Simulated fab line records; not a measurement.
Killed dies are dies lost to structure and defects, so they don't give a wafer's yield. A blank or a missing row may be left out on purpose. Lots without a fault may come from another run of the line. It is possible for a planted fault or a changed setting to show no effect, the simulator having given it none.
The tool behind it: which one? + flow berkeleyCmos170 + Sampling: 7 lots, 21 wafers, 3 of 331 route steps

## WHAT EACH GAUGE READ, for each wafer
UCB170_SPACER_THK_MEAS_01.
| lot  | measured     | on           | SPACER_TEOS_THK (nm)    |
|------|--------------|--------------|-------------------------|
| L621 | day 7 15:26  | filmMetro-04 | 371 378 380             |
| L626 | day 9 09:27  | filmMetro-04 | 385 377 383             |
| L627 | day 9 10:08  | filmMetro-04 | 372 376 372             |
| L637 | day 11 03:10 | filmMetro-03 | 371 378 376             |
| L638 | day 11 08:40 | filmMetro-03 | 287 287 297 287 287 298 |
| L642 | day 12 16:38 | filmMetro-03 | 370 366 373             |
| L643 | day 12 22:51 | filmMetro-01 | 376 380 382             |

## TOOL THAT RAN EACH LOT (tool first, then ch and the chambers of the sampled wafers, then the start)
| lot  | UCB170_NVT_SOFTBAKE_02           | UCB170_SPACER_CVD_00            |
|------|----------------------------------|---------------------------------|
| L621 | lithoTrack-03 ch 0, day 6 16:02  | pecvd-04 ch 0,1, day 7 15:22    |
| L626 | lithoTrack-01 ch 0, day 8 05:19  | pecvd-03 ch 0,1,2, day 9 09:24  |
| L627 | lithoTrack-01 ch 0, day 8 12:35  | pecvd-04 ch 0,1,2, day 9 10:04  |
| L637 | lithoTrack-01 ch 0, day 9 22:41  | pecvd-03 ch 1,2, day 11 03:07   |
| L638 | lithoTrack-03 ch 0, day 10 06:50 | pecvd-04 ch 0,1,2, day 11 08:37 |
| L642 | lithoTrack-03 ch 0, day 11 06:22 | pecvd-03 ch 0,1,2, day 12 16:35 |
| L643 | lithoTrack-03 ch 0, day 11 17:46 | pecvd-01 ch 0,1, day 12 22:49   |
- UCB170_NVT_SOFTBAKE_02: time 61.83 s.
- UCB170_SPACER_CVD_00: deposits SiO2 from TEOS/O2, target thk 376 nm, time 47 s.

## THE ANSWER, worked out from the rows above alone
Rule: usual is defined by the lots themselves. Put in order of their means at a reading, lots are off if they are a third of the lots or fewer, leave a main group of 4 or more, and stand apart from it by a gap of 3 or more times the standard deviation of the main group's means; of several such gaps the widest counts. If all means in a main group match to the digits the tables above print for the reading, that group is not used. Also off: a lot with no number at a reading for which 4 or more lots have one. All remaining lots with rows at the step are treated as sound.
Off: at UCB170_SPACER_THK_MEAS_01 (SPACER_TEOS_THK), L638. Main group: mean 376 nm, sd 3.9.
A tool fits if, at a process step before that reading, it ran every lot that is off, and no sound lot after the first of them. Gauges at UCB170_SPACER_THK_MEAS_01: tried the same way as those tools. One fits: UCB170_SPACER_CVD_00 on pecvd-04. Its last sound lot is L627 (day 9 10:04), its first lot that is off L638 (day 11 08:37): a fault that began between those two fits.

## WHAT THE SIMULATOR HAD PUT IN
Site profile drift: pecvd-04, from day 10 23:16 on, at UCB170_SPACER_CVD_00. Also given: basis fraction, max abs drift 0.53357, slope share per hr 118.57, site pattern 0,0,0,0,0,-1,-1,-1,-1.
Lots struck among those shown: L638. This agrees with what the rule above found.
